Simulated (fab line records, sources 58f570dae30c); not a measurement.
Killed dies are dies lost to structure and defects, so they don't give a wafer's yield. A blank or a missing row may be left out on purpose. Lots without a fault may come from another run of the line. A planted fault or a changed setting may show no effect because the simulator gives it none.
One fault seen from 2 desks | flow berkeley_cmos170 | each desk has only its own numbers; what lay behind them comes last

THE TOOL OWNER'S DESK: rie_diel-03
The tool's own readings at UCB170_M2_ETCH_17 (etches BARC in N2/H2): means of the sampled wafers that have a number, for each lot that ran on this tool. A lot is out of limits, marked OUT, if its mean lies more than 4 standard deviations from the usual mean; the brackets give that distance.
Columns: A = chamber_pressure_mTorr at UCB170_M2_ETCH_17, usual 30.001 mTorr; B = drypump_motor_current_A at UCB170_M2_ETCH_17, usual 5.7 A; C = oes_product_au at UCB170_M2_ETCH_17, usual 1.009 a.u.; D = throttle_valve_pct at UCB170_M2_ETCH_17, usual 13.30 %
lot  | first seen here | A      | B   | C               | D
L940 | day 11 00:12    | 30.013 | 6.0 | 1.016           | 13.31
L938 | day 11 00:53    | 29.991 | 5.7 | 1.258 (+14) OUT | 13.35
L944 | day 11 14:32    | 29.973 | 5.9 | 1.243 (+13) OUT | 13.41
This desk's finding: out of limits on L938, L944; first on L938, day 11 00:53 (oes_product_au at UCB170_M2_ETCH_17). In limits: L940.

THE METROLOGY DESK
What the gauges read, lot by lot, whatever tool the lot ran on: means of the sampled wafers that have a number. A lot is out of limits, marked OUT, if its mean lies more than 4 standard deviations from the usual mean; the brackets give that distance.
Columns: A = cd_nm at UCB170_M2_CD_MEAS_15, usual 700.5 nm; B = M2_OVL at UCB170_M2_OVL_MEAS_16, usual 0 nm
lot  | first seen here | A     | B
L933 | day 9 08:39     | 700.2 | 1
L940 | day 11 00:05    | 702.0 | -10
L938 | day 11 00:44    | 700.7 | -2
L944 | day 11 14:23    | 698.6 | -2
L948 | day 12 05:55    | 700.2 | -1
L950 | day 13 14:23    | 701.4 | -5
This desk's finding: nothing out of limits on any of the 6 lots.

PUT TOGETHER
The tool owner's desk could have raised an alarm at day 11 00:53, on L938, L944.
The metrology desk saw nothing out of limits.
The metrology desk has L938, L944 on record, within its limits.
Of the lots named, all ran UCB170_M2_ETCH_17 on rie_diel-03.

WHAT THE SIMULATOR HAD PUT IN
Process parameter drift: rie_diel-03, from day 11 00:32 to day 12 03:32, at UCB170_M2_ETCH_17. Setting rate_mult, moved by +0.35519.
Lots struck among those shown: L938, L944.
Hours from the fault's start to each desk's first reading out of limits: the tool owner's desk, 0.
